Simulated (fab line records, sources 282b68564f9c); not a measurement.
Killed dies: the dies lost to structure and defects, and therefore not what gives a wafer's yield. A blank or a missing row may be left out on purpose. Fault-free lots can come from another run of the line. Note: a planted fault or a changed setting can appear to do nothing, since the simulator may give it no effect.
fab line records    flow ritCmos
record: lots: 7  wafers: 21  lastDay: 7
route steps=202 shown NSD@134 PSD@142
lots untouched by any fault: they come from a run of this same line in which no faults occurred
startH: hours from the record's opening day to when the first of the lot's shown wafers began    waitH: hours from the lot's prior step to this one    " as in the row above    L1.1+2: several wafers, shown together as one row    - either no value or no given start    * or withheld: withheld    < > ~ a bound
route shown NAME@n: names a module that has steps shown in the file, with the first one's number in the route    usual: mean/standard deviation taken from wafers without a fault    same: alike in all rows    chamber/n: place in a boat    sites: each site's reading    _std_site: standard deviation of those values    _edge_site: the outer-site mean with the inner-site mean subtracted    radiusMm: how far each site lies from the wafer's centre    mask NAME#n: copy n    behind: the last tool/chamber to shape the wafer    hold: why the lot was held/for how many hours/how that ended    device: the transistor (n, p or np) that didn't switch    end of line: the tests these same wafers got at the end of their route    a step given without rows: its recipe and nothing more    killed: not the wafer's yield, but the dies lost to structure and defects at the first sort    map: dies across one wafer; x = killed, . = not, _ = none there
set.NAME: the setting that was run; set.NAME@STEP: the one run at that earlier step    model.NAME: the simulator's own value behind a step, which no gauge read
lots seen at some steps along the route; tables by step, rows by wafer
services: the hour from which a tool's chamber was out of use, counted from the record's first day as startH (under 0 if before that day), plus the number of hours and why
== steps ==
step: RIT_NSD_EXPOSE_03
recipe: maskId: M9  na: 0.57  targetCdNm: 40700  doseMj: 250
step: RIT_NSD_PEB_04
recipe: resist: NOVOLAK  tempC: withheld  timeS: withheld
step: RIT_NSD_DEVELOP_05
recipe: resist: NOVOLAK  developTimeS: 50  devTempC: 23
step: RIT_NSD_OVL_MEAS_06
usual: NSD_OVL: 0.1/1.3
lot.wafer  tool        chamber  startH  waitH  NSD_OVL[nm]
L574.1     overlay-02  -        55.12   -      -1.3
L574.3     "           -        "       "      1.1
L574.6     "           -        "       "      0.3
L581.1     overlay-01  -        91.28   -      0.9
L581.2     "           -        "       "      -0.3
L581.3     "           -        "       "      0.9
L583.1     overlay-01  -        99.59   -      1.3
L583.5     "           -        "       "      1.7
L583.6     "           -        "       "      1.3
L584.1     overlay-02  -        106.70  -      -0.3
L584.3     "           -        "       "      -1.4
L584.4     "           -        "       "      -0.7
L585.1     overlay-02  -        112.50  -      -0.7
L585.2     "           -        "       "      -0.5
L585.4     "           -        "       "      -1.8
L589.2     overlay-01  -        132.92  -      0.1
L589.3     "           -        "       "      -1.2
L589.6     "           -        "       "      -0.2
L596.1     overlay-02  -        167.66  -      1.3
L596.3     "           -        "       "      2.3
L596.4     "           -        "       "      0.2
step: RIT_NSD_HARDBAKE_07
recipe: resist: NOVOLAK  tempC: 138.8  timeS: 60
step: RIT_NSD_IMPLANT_08
recipe: species: P  energyKev: 24.54  doseCm2: 1e+15  tiltDeg: 7
step: RIT_NSD_STRIP_09
recipe: chemistry: O2  timeS: 180  resist: NOVOLAK  platenTempC: withheld  powerW: 500  pressureMtorr: 4000  o2FlowSccm: 4000
usual: drypumpMotorCurrentA: 5.9/0.35
lot.wafer  tool            chamber  startH  waitH  drypumpMotorCurrentA  rfHoursCounterH
L574.1     plasmaAsher-01  1        55.45   0.1    6.4                   38
L574.3     "               0        "       "      5.8                   -
L574.6     "               1        "       "      6.4                   -
L581.1     plasmaAsher-01  1        91.61   0.1    6.4                   42
L581.2     "               0        "       "      5.8                   42
L581.3     "               1        "       "      6.4                   -
L583.1     plasmaAsher-02  0        99.93   0.1    5.6                   33
L583.5     "               0        "       "      5.7                   -
L583.6     "               1        "       "      5.5                   -
L584.1     plasmaAsher-04  1        107.03  0.1    6.4                   46
L584.3     "               1        "       "      6.4                   -
L584.4     "               0        "       "      5.6                   -
L585.1     plasmaAsher-01  0        112.84  0.1    5.8                   44
L585.2     "               1        "       "      6.4                   44
L585.4     "               0        "       "      5.8                   -
L589.2     plasmaAsher-01  0        133.25  0.1    5.8                   47
L589.3     "               1        "       "      6.4                   -
L589.6     "               1        "       "      6.4                   -
L596.1     plasmaAsher-04  0        168.00  0.1    5.6                   5
L596.3     "               0        "       "      5.6                   -
L596.4     "               1        "       "      6.4                   -
step: RIT_NSD_TW_MEAS_10
usual: NSD_TW: 3107/27
lot.wafer  tool          chamber  startH  waitH  NSD_TW
L574.1     filmMetro-03  -        55.63   0.1    3124
L574.3     "             -        "       "      3106
L574.6     "             -        "       "      3116
L581.1     filmMetro-03  -        91.79   0.1    3127
L581.2     "             -        "       "      3122
L581.3     "             -        "       "      3140
L583.1     filmMetro-01  -        100.10  0.1    3066
L583.5     "             -        "       "      3078
L583.6     "             -        "       "      3098
L584.1     filmMetro-04  -        107.21  0.1    3141
L584.3     "             -        "       "      3150
L584.4     "             -        "       "      3125
L585.1     filmMetro-01  -        113.02  0.1    3081
L585.2     "             -        "       "      3078
L585.4     "             -        "       "      3076
L589.2     filmMetro-01  -        133.44  0.1    3077
L589.3     "             -        "       "      3076
L589.6     "             -        "       "      3071
L596.1     filmMetro-03  -        168.17  0.1    3119
L596.3     "             -        "       "      3109
L596.4     "             -        "       "      3106
step: RIT_PSD_HMDS_00
recipe: primeTimeS: 60  primeTempC: 140
step: RIT_PSD_COAT_01
recipe: resist: NOVOLAK  spinRpm: 3250  resistThkNm: 1000
step: RIT_PSD_SOFTBAKE_02
recipe: resist: NOVOLAK  tempC: 90  timeS: 60
step: RIT_PSD_EXPOSE_03
recipe: maskId: M10  na: 0.57  targetCdNm: 40900  doseMj: 250
step: RIT_PSD_PEB_04
recipe: resist: NOVOLAK  tempC: withheld  timeS: withheld
usual: chillPlateTempC: *  exhaustPa: 44.9/0.81
lot.wafer  tool           chamber  startH  waitH  chillPlateTempC  exhaustPa
L574.1     lithoTrack-04  0        56.26   0.1    *                44.3
L574.3     "              0        "       "      *                44.3
L574.6     "              0        "       "      *                45.2
L581.1     lithoTrack-04  0        92.62   0.2    *                44.2
L581.2     "              0        "       "      *                43.6
L581.3     "              0        "       "      *                43.1
L583.1     lithoTrack-01  -        100.78  0.2    -                -
L583.5     "              -        "       "      -                -
L583.6     "              -        "       "      -                -
L584.1     lithoTrack-04  -        107.84  0.1    -                -
L584.3     "              -        "       "      -                -
L584.4     "              -        "       "      -                -
L585.1     lithoTrack-02  -        113.93  0.2    -                -
L585.2     "              -        "       "      -                -
L585.4     "              -        "       "      -                -
L589.2     lithoTrack-01  0        134.28  0.2    *                45.9
L589.3     "              0        "       "      *                45.4
L589.6     "              0        "       "      *                46.6
L596.1     lithoTrack-01  0        168.80  0.1    *                45.6
L596.3     "              0        "       "      *                45.2
L596.4     "              0        "       "      *                46.0
step: RIT_PSD_DEVELOP_05
recipe: resist: NOVOLAK  developTimeS: 50  devTempC: 23
== services ==
tool            chamber  startH  hours  kind
plasmaAsher-04  -        108.75  9.0    pm
plasmaAsher-04  0        108.75  9.0    ventCycle
plasmaAsher-04  1        108.75  9.0    ventCycle
plasmaAsher-04  0        117.75  -      clean
plasmaAsher-04  1        117.75  -      clean
== key ==
firstSign: step: RIT_PSD_PEB_04  reading: toolRecord  direction: missing
effect none on later readings
metAt RIT_PSD_PEB_04
struckWafers L583.1,L583.5,L583.6,L584.1,L584.3,L584.4,L585.1,L585.2,L585.4
sortLeftOut L583.1,L583.5,L583.6,L584.1,L584.3,L584.4,L585.1,L585.2,L585.4
testerLeftOut L583,L584,L585
onsetBetween 92.62 100.78
fault: kind: skippedStepWhole  tool: lithoTrack-01,lithoTrack-02,lithoTrack-04  chamber: -  onsetH: 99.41  steps: RIT_PSD_PEB_04  scope: struckLotsOnly
testerLeftOut: of these lots the tester's yield and bins aren't shown, on N5 and GAA mostly nor the transistor test; their killed dies are dies lost to structure and defects alone, not to doping, threshold or leakage, so they don't give the yield
sortLeftOut: the simulated sort isn't trusted on such a fault, so these wafers' sort isn't shown, and their yield isn't known
